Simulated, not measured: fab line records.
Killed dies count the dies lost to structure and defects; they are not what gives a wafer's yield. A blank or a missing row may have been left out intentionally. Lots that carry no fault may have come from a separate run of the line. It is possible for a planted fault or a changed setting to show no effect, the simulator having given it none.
Which tool is to blame? -- flow berkeleyCmos170 -- 7 lots, 21 wafers sampled, at 2 steps of a route of 331

WHAT THE GAUGES SHOWED, per wafer
UCB170_NWELL_TW_MEAS_16.
lot,measured,on,NWELL_TW
L808,day 2 19:49,filmMetro-01,1249 1247 1244
L813,day 4 07:23,filmMetro-02,1251 1249 1252
L817,day 5 01:10,filmMetro-01,1257 1257 1268
L818,day 5 01:31,filmMetro-03,1252 1255 1248
L822,day 6 00:41,filmMetro-01,1244 1239 1246
L826,day 6 13:45,filmMetro-03,1214 1219 1209
L830,day 7 11:58,filmMetro-01,1241 1243 1242

WHAT TOOL EACH LOT RAN ON (gives the tool, then ch and the chambers of the sampled wafers, and finally the start)
lot,UCB170_NWELL_IMPLANT_14
L808,"implanter-03 ch 0, day 2 19:34"
L813,"implanter-03 ch 0, day 4 07:08"
L817,"implanter-01 ch 0, day 5 00:57"
L818,"implanter-03 ch 0, day 5 01:16"
L822,"implanter-03 ch 0, day 6 00:27"
L826,"implanter-03 ch 0, day 6 13:31"
L830,"implanter-04 ch 0, day 7 11:43"
- UCB170_NWELL_IMPLANT_14

THE ANSWER, worked out from the rows above alone
Rule: the usual values come from the lots themselves. Put in order of their means at a reading, lots are off if they are a third of the lots or fewer, leave a main group of 4 or more, and stand apart from it by a gap of 3 or more times the standard deviation of the main group's means; of several such gaps the widest counts. The tables above print the reading to a certain number of digits; a main group whose means all agree to those digits is not used. Also off: a lot with no number at a reading for which 4 or more lots have one. The other lots that the step has rows for count as sound.
Off: L826, seen at UCB170_NWELL_TW_MEAS_16 (NWELL_TW). For the main group the mean is 1249 and the standard deviation 6.3.
A tool fits if, at a process step before that reading, it ran every lot that is off, and no sound lot after the first of them. Gauges at UCB170_NWELL_TW_MEAS_16: tried the same way as those tools. Undecided on this evidence; 2 tools fit (implanter-03 at UCB170_NWELL_IMPLANT_14, filmMetro-03 at UCB170_NWELL_TW_MEAS_16).

WHAT HAD BEEN PUT IN BY THE SIMULATOR
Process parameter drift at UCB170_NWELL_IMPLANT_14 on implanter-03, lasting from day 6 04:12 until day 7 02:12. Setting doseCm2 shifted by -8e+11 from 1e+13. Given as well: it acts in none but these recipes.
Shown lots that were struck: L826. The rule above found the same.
